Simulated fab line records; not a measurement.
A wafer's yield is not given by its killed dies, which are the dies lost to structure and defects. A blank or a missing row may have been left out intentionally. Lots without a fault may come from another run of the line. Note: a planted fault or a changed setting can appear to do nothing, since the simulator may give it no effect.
Matching of chambers :: flow ritCmos :: RIT_GATE_ETCH_19 on rieSi-01: 3 sister chambers
The step etches poly-Si in SF6/CHF3/O2, stops on SiO2, time 170.6 s, target depth 312.5 nm. 6 wafers are shown with their chamber, then 6 later ones without.

WAFERS, EACH WITH ITS CHAMBER
wafer: L434.5
chamber: 1
drypumpMotorCurrentA (A): 6.3
throttleValvePct (%): 10.31

wafer: L434.6
chamber: 3
drypumpMotorCurrentA (A): 4.9
throttleValvePct (%): 10.45

wafer: L436.1
chamber: 1
drypumpMotorCurrentA (A): 6.3
throttleValvePct (%): 10.30

wafer: L436.3
chamber: 3
drypumpMotorCurrentA (A): 4.8
throttleValvePct (%): 10.46

wafer: L440.1
chamber: 2
drypumpMotorCurrentA (A): 6.0
throttleValvePct (%): 10.35

wafer: L440.4
chamber: 2
drypumpMotorCurrentA (A): 6.0
throttleValvePct (%): 10.35

WAFERS WITHOUT THEIR CHAMBER
wafer: L440.5
drypumpMotorCurrentA (A): 4.9
throttleValvePct (%): 10.45

wafer: L444.3
drypumpMotorCurrentA (A): 6.3
throttleValvePct (%): 10.31

wafer: L444.6
drypumpMotorCurrentA (A): 6.1
throttleValvePct (%): 10.35

wafer: L446.3
drypumpMotorCurrentA (A): 6.0
throttleValvePct (%): 10.35

wafer: L446.4
drypumpMotorCurrentA (A): 4.9
throttleValvePct (%): 10.45

wafer: L446.6
drypumpMotorCurrentA (A): 6.0
throttleValvePct (%): 10.35

CHAMBER TAKEN BY EACH
wafer: L440.5
from the rows above: 3
in truth: 3

wafer: L444.3
from the rows above: 1
in truth: 1

wafer: L444.6
from the rows above: 2
in truth: 2

wafer: L446.3
from the rows above: 2
in truth: 2

wafer: L446.4
from the rows above: 3
in truth: 3

wafer: L446.6
from the rows above: 2
in truth: 2
6 of 6 placed correctly. Left unplaced by these rows: 0. Number placed wrongly: 0.
How it was worked out, from the rows above alone: a wafer's distance from a chamber is the root of the sum, over the readings, of the square of ((its reading less the chamber's mean) divided by the reading's scatter). If the next closest chamber is less than 2 further off than the closest, the wafer can't be placed; otherwise it belongs to the closest. Each chamber's mean is taken over the wafers shown for it. How the scatter is found: for the shown wafers, subtract from each reading the mean of its chamber, square and add these, divide the total by (wafers less chambers), then take the root.
